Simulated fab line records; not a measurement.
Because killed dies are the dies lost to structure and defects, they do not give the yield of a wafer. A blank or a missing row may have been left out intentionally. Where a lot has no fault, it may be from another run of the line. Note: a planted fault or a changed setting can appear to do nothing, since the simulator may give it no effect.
Lot-split experiment + flow rit-cmos + on a route of 202 steps: 5 lots, 23 wafers read

ON THE SPLIT
At RIT_ACTIVE_COAT_06 (resist thk 1000 nm), the setting resist-thk-nm was moved away from the recipe's 1000 nm on 6 of the 23 wafers read, by +1.9% to +3.6%. This setting was run at the recipe's value on the other wafers.

FROM THE SPLIT TO THE READING: what the file shows between them, 4 steps
- RIT_ACTIVE_SOFTBAKE_07: time 60 s (also split here: temp-c)
- RIT_ACTIVE_EXPOSE_08: exposes mask M1, target cd 1400 nm
- RIT_ACTIVE_PEB_09
- RIT_ACTIVE_DEVELOP_10: develop time 50 s

THE READING
NOVOLAK_of_ACTIVE_COAT_06.thk-nm (the simulator's own value, which no gauge read), in nm, at RIT_ACTIVE_HARDBAKE_12 (time 60 s). The file gives no usual value for it. Here, 17 wafers ran the recipe; their average is 883.7 nm with a standard deviation of 1.4 nm.

| wafer  | tool, chamber at the split | resist-thk-nm as run, nm | against the recipe | NOVOLAK_of_ACTIVE_COAT_06.thk-nm, nm | against lot-mates on the recipe |
|--------|----------------------------|--------------------------|--------------------|--------------------------------------|---------------------------------|
| L075.1 | litho-track-04, 0          | 1036                     | +3.6%              | 913.5                                | +29.9                           |
| L075.2 | litho-track-04, 0          | 1000                     | recipe             | 884.6                                | -                               |
| L075.4 | litho-track-04, 0          | 1000                     | recipe             | 882.6                                | -                               |
| L075.5 | litho-track-04, 0          | 1036                     | +3.6%              | 912                                  | +28.4                           |
| L075.6 | litho-track-04, 0          | 1036                     | +3.6%              | 915.2                                | +31.6                           |
| L076.2 | litho-track-04, 0          | 1000                     | recipe             | 882.6                                | -                               |
| L076.3 | litho-track-04, 0          | 1000                     | recipe             | 883.2                                | -                               |
| L076.4 | litho-track-04, 0          | 1000                     | recipe             | 881.7                                | -                               |
| L076.5 | litho-track-04, 0          | 1000                     | recipe             | 882.7                                | -                               |
| L076.6 | litho-track-04, 0          | 1000                     | recipe             | 885.5                                | -                               |
| L077.1 | litho-track-04, 0          | 1019                     | +1.9%              | 902.1                                | +16.2                           |
| L077.2 | litho-track-04, 0          | 1000                     | recipe             | 886.3                                | -                               |
| L077.3 | litho-track-04, 0          | 1019                     | +1.9%              | 902.7                                | +16.8                           |
| L077.4 | litho-track-04, 0          | 1019                     | +1.9%              | 901.2                                | +15.3                           |
| L077.5 | litho-track-04, 0          | 1000                     | recipe             | 885.5                                | -                               |
| L079.2 | litho-track-02, 0          | 1000                     | recipe             | 883.5                                | -                               |
| L079.4 | litho-track-02, 0          | 1000                     | recipe             | 880.5                                | -                               |
| L079.5 | litho-track-02, 0          | 1000                     | recipe             | 884.3                                | -                               |
| L083.1 | litho-track-04, 0          | 1000                     | recipe             | 884.1                                | -                               |
| L083.2 | litho-track-04, 0          | 1000                     | recipe             | 884.7                                | -                               |
| L083.3 | litho-track-04, 0          | 1000                     | recipe             | 883.7                                | -                               |
| L083.4 | litho-track-04, 0          | 1000                     | recipe             | 883.6                                | -                               |
| L083.6 | litho-track-04, 0          | 1000                     | recipe             | 883.9                                | -                               |

THE FIT
A straight line over all 23 wafers: NOVOLAK_of_ACTIVE_COAT_06.thk-nm changes by +8.53 nm for each +1% of resist-thk-nm; r = +0.99; the points scatter about the line by 1.6 nm.
The same after taking each lot's own level away (the mean of its wafers on the recipe; 23 wafers): +8.35 nm for each +1%; r = +1.00; scatter 1.1 nm.
Per that fit: largest resist-thk-nm move, reading shift of 30 nm.
The span of the lots' own levels, 882.77 to 885.90 nm, comes to 2.2 times the standard deviation stated above.
Hence the lot-to-lot level has little effect on the slope; both slopes agree.
Check: +30.1 nm against its lot-mates is what the line predicts for one of the wafers moved furthest among these (+3.6%) when that wafer is left out of the fit. Against them it came out at +29.9 nm.

OTHER SPLITS ON THESE WAFERS
Other splits were also applied to these wafers ahead of the reading. Each is held against what the fit with the lots' levels taken away leaves over:
| other split on the same wafers | wafers away from the commonest value | r with NOVOLAK_of_ACTIVE_COAT_06.thk-nm (lot level and that fit taken away) |
|--------------------------------|--------------------------------------|-----------------------------------------------------------------------------|
| RIT_ACTIVE_CVD_03 temp-c       | 15                                   | -0.03                                                                       |
| RIT_ACTIVE_SOFTBAKE_07 temp-c  | 5                                    | +0.03                                                                       |

THE WHOLE CHAIN: every reading that the file lists as answering this split, in the file's order
| step                   | what it does                                                        | reading                                                                           | change (the file's fit)                                                            | r (the file's) |
|------------------------|---------------------------------------------------------------------|-----------------------------------------------------------------------------------|------------------------------------------------------------------------------------|----------------|
| RIT_ACTIVE_COAT_06     | resist thk 1000 nm                                                  | NOVOLAK_of_ACTIVE_COAT_06.thk-nm (the simulator's own value, which no gauge read) | +9.5 nm for each +1% of the setting                                                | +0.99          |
| RIT_ACTIVE_DEVELOP_10  | develop time 50 s                                                   | NOVOLAK_of_ACTIVE_COAT_06.thk-nm (the simulator's own value, which no gauge read) | +9.62 nm for each +1% of the setting                                               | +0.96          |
| RIT_ACTIVE_HARDBAKE_12 | time 60 s                                                           | NOVOLAK_of_ACTIVE_COAT_06.thk-nm (the simulator's own value, which no gauge read) | +8.35 nm for each +1% of the setting                                               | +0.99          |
| RIT_ACTIVE_ETCH_13     | etches Si3N4 in SF6, stops on SiO2, time 210 s, target depth 210 nm | NOVOLAK_of_ACTIVE_COAT_06.thk-nm (the simulator's own value, which no gauge read) | +8.46 nm for each +1% of the setting, in a fit together with time-s@ACTIVE_ETCH_13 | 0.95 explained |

FILE'S OWN FIT
NOVOLAK_of_ACTIVE_COAT_06.thk-nm changes by +8.35 nm for each +1% of resist-thk-nm, r = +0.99.
